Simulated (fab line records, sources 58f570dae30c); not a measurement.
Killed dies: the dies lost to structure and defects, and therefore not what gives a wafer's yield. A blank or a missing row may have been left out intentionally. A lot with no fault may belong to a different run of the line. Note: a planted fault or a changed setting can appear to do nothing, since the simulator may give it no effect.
The tool behind it: which one? :: flow berkeley cmos170 :: 7 lots with 21 wafers sampled at 3 steps, on a route of 331 steps

== WHAT THE GAUGES READ, wafer by wafer ==
UCB170_PSD_TW_MEAS_10.
lot: L841
measured: day 6 06:40
on: film metro-02
PSD_TW: 2357 2352 2349

lot: L844
measured: day 7 03:37
on: film metro-02
PSD_TW: 2373 2353 2379

lot: L849
measured: day 8 09:31
on: film metro-03
PSD_TW: 2152 2159 2149

lot: L853
measured: day 8 23:25
on: film metro-03
PSD_TW: 2150 2169 2151

lot: L857
measured: day 9 15:08
on: film metro-03
PSD_TW: 2317 2323 2317

lot: L860
measured: day 10 14:38
on: film metro-04
PSD_TW: 2317 2323 2316

lot: L863
measured: day 11 04:17
on: film metro-02
PSD_TW: 2325 2326 2333

== WHICH TOOL RAN EACH LOT (tool, then ch and the chambers of the sampled wafers, then the start) ==
lot: L841
UCB170_PSD_IMPLANT_08: implanter-02 ch 0, day 6 06:26
UCB170_PSD_STRIP_09: plasma asher-02 ch 0,1, day 6 06:34

lot: L844
UCB170_PSD_IMPLANT_08: implanter-02 ch 0, day 7 03:22
UCB170_PSD_STRIP_09: plasma asher-04 ch 0,1, day 7 03:31

lot: L849
UCB170_PSD_IMPLANT_08: implanter-01 ch 0, day 8 09:17
UCB170_PSD_STRIP_09: plasma asher-02 ch 0,1, day 8 09:25

lot: L853
UCB170_PSD_IMPLANT_08: implanter-01 ch 0, day 8 23:10
UCB170_PSD_STRIP_09: plasma asher-01 ch 0,1, day 8 23:19

lot: L857
UCB170_PSD_IMPLANT_08: implanter-03 ch 0, day 9 14:53
UCB170_PSD_STRIP_09: plasma asher-04 ch 0, day 9 15:01

lot: L860
UCB170_PSD_IMPLANT_08: implanter-03 ch 0, day 10 14:23
UCB170_PSD_STRIP_09: plasma asher-02 ch 0,1, day 10 14:32

lot: L863
UCB170_PSD_IMPLANT_08: implanter-03 ch 0, day 11 04:02
UCB170_PSD_STRIP_09: plasma asher-02 ch 0,1, day 11 04:11
- UCB170_PSD_IMPLANT_08
- UCB170_PSD_STRIP_09: strips in O2.

== THE ANSWER, worked out from the rows above alone ==
Rule: usual is defined by the lots themselves. The widest of any qualifying gaps counts: lots, ordered by their means at a reading, are off when they make up no more than a third of the lots, leave a main group of 4 or more, and stand apart from it by 3 or more times the standard deviation of that group's means. If all means in a main group match to the digits the tables above print for the reading, that group is not used. Also off: a lot with no number at a reading for which 4 or more lots have one. The other lots that the step has rows for count as sound.
Off: L849, L853, seen at UCB170_PSD_TW_MEAS_10 (PSD_TW). The main group has a mean of 2337 with a standard deviation of 20.
If a tool, at a process step before that reading, ran all the lots that are off and no sound lot after the first of them, it fits. Those tools and the gauges at UCB170_PSD_TW_MEAS_10 are tried in the same way. One fits: UCB170_PSD_IMPLANT_08 on implanter-01. It ran no sound lot before its first lot that is off in this sample, so the start can't be narrowed down.

== WHAT HAD BEEN PUT IN BY THE SIMULATOR ==
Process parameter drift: implanter-01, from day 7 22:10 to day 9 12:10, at UCB170_PSD_IMPLANT_08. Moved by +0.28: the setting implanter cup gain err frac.
Lots struck among those shown: L849, L853. The rule above found the same.
